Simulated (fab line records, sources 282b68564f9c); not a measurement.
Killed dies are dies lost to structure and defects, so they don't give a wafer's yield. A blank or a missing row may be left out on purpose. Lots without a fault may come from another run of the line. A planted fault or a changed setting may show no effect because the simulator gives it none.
Problem report in the 8D (eight disciplines) form, filled by code | flow rit_cmos | the parts of the form that need people (team, actions taken, sign-off) are left out

1. THE PROBLEM
run_length_s at RIT_CONTACT_SOFTBAKE_04 reads a mean of 92.89 s on 6 wafers of 2 lots; wafers without a fault read 89.10 s with a standard deviation of 0.24. That is +16 standard deviations from the usual mean.
The step: time 60 s.
First seen on wafer L450.1, day 5 09:25, on litho_track-02. The record holds 36 wafers of 12 lots with a number at this step. Rule for "out", or "out of limits": more than 4 standard deviations from the usual mean. The other wafers with a number count as sound.

2. WHAT IT IS AND WHAT IT IS NOT
question                    | is                     | is not
which readings at this step | run_length_s           | -
which lots                  | L450, L454             | L439, L440, L441, L442, L443, L444, L448, L457, L461, L462
which wafers of those lots  | all that have a number | -
read on which tools         | litho_track-02         | litho_track-03, litho_track-04
when                        | from day 5 09:25       | up to then (21 sound wafers); but 9 sound wafers of L457, L461, L462 came after

3. SUSPECTS, AND WHAT RULES EACH OUT
Counting: a tool at a process step up to the reading stays a suspect if it ran every lot that is out and no sound lot after the first of them.
- litho_track-02 at RIT_CONTACT_SOFTBAKE_04 (time 60 s): kept. It ran every lot that is out, first L450 (day 5 09:25), and no sound lot after that; its last sound lot up to then is L448 (day 5 00:40). Its own readings are out on those wafers: run_length_s.
Left after counting: litho_track-02 at RIT_CONTACT_SOFTBAKE_04.

4. THE CAUSE (what the simulator had put in)
Process parameter drift: litho_track-02, from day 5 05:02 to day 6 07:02, at RIT_CONTACT_SOFTBAKE_04. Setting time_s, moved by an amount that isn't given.
Counting left only this tool.

5. THE CHAIN OF EFFECTS, in route order
Each row: a reading whose mean over the struck wafers that have a number lies more than 3 standard deviations from the usual. Only readings for which the record gives a usual standard deviation are gone through. hours: the time from each lot's start at the first step in this table that gives one to its start at this step, as a median over the lots. sigmas: the change in usual standard deviations.
hours | step                    | reading      | usual   | on struck wafers | change | sigmas
0     | RIT_CONTACT_SOFTBAKE_04 | run_length_s | 89.10 s | 92.89            | +3.79  | +16
The process steps in it:
- RIT_CONTACT_SOFTBAKE_04: time 60 s.

6. WHAT WOULD HAVE CAUGHT IT SOONER
In this record the first reading out of limits was taken at day 5 09:25, 4 hours after the fault began at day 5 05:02.
